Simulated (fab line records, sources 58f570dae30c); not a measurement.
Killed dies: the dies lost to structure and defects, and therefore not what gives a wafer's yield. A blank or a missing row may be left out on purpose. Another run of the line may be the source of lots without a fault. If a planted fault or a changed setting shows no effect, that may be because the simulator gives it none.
2 desks looking at one fault    flow berkeleyCmos170    each desk has only its own numbers; what lay behind them comes last

## METROLOGY DESK
Means of the sampled wafers that have a number, per lot and without regard to the tool the lot ran on: this is what the gauges read. A lot is out of limits, marked OUT, if its mean lies more than 4 standard deviations from the usual mean; the brackets give that distance.
Columns: A = PLDD_TW at UCB170_PLDD_TW_MEAS_11, usual 1002; B = cdNm at UCB170_M3_CD_MEAS_15, usual 700.1 nm
lot   first seen here  A     B
L171  day 8 06:21      1012  699.5
L169  day 8 06:52      1013  700.6
L173  day 8 07:08      1013  701.7
L176  day 8 23:44      1015  700.3
L175  day 9 00:01      1014  699.1
L178  day 9 08:26      1015  701.6
L177  day 9 08:47      1015  700.3
L180  day 9 15:57      990   700.4
L184  day 10 11:37     986   699.0
L185  day 10 11:55     985   699.7
L188  day 11 12:39     1005  700.8
L187  day 11 12:55     985   700.7
L189  day 11 20:59     983   700.9
L190  day 11 21:12     1014  699.0
Result from this desk: across the 14 lots, nothing is out of limits.

## DESK OF THE TOOL OWNER: rieDiel-03
The tool's own readings at UCB170_M3_ETCH_17 (etches BARC in N2/H2): means of the sampled wafers that have a number, for each lot that ran on this tool. A lot is out of limits, marked OUT, if its mean lies more than 4 standard deviations from the usual mean; the brackets give that distance.
Columns: A = drypumpMotorCurrentA at UCB170_M3_ETCH_17, usual 5.7 A; B = h2FlowSccm at UCB170_M3_ETCH_17, usual 200.0 sccm; C = oesProductAu at UCB170_M3_ETCH_17, usual 1.004 a.u.; D = rfFwdPowerW at UCB170_M3_ETCH_17, usual 494.7 W; E = throttleValvePct at UCB170_M3_ETCH_17, usual 13.36 %
lot   first seen here  A    B      C                 D                E
L171  day 10 05:25     5.9  199.5  0.998             493.3            13.29
L175  day 10 23:54     5.8  199.8  1.019             493.3            13.43
L176  day 11 01:31     5.4  200.1  0.990             494.8            13.23
L184  day 12 02:36     5.9  199.9  0.922 (-4.8) OUT  412.5 (-48) OUT  13.23
L185  day 12 02:56     5.5  200.5  0.933 (-4.2) OUT  412.8 (-48) OUT  13.14
Finding of this desk: L184, L185 out of limits; the first was L184 at day 12 02:36, on oesProductAu at UCB170_M3_ETCH_17. In limits: L171, L175, L176.

## TAKEN TOGETHER
An alarm could have come from the tool owner's desk at day 12 02:36, on L184, L185.
Nothing out of limits was seen by the metrology desk.
The metrology desk holds a record of L184, L185, inside its limits.
The lots listed all ran UCB170_M3_ETCH_17 on rieDiel-03.

## WHAT THE SIMULATOR HAD PUT IN
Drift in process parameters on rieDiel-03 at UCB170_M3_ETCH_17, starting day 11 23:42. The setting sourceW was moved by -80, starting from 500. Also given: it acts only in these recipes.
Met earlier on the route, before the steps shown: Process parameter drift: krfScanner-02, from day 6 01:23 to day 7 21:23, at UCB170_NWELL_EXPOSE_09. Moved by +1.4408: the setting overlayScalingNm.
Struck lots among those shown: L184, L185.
Delay in hours, fault start to first out-of-limits reading, by desk: the tool owner's desk at 3.
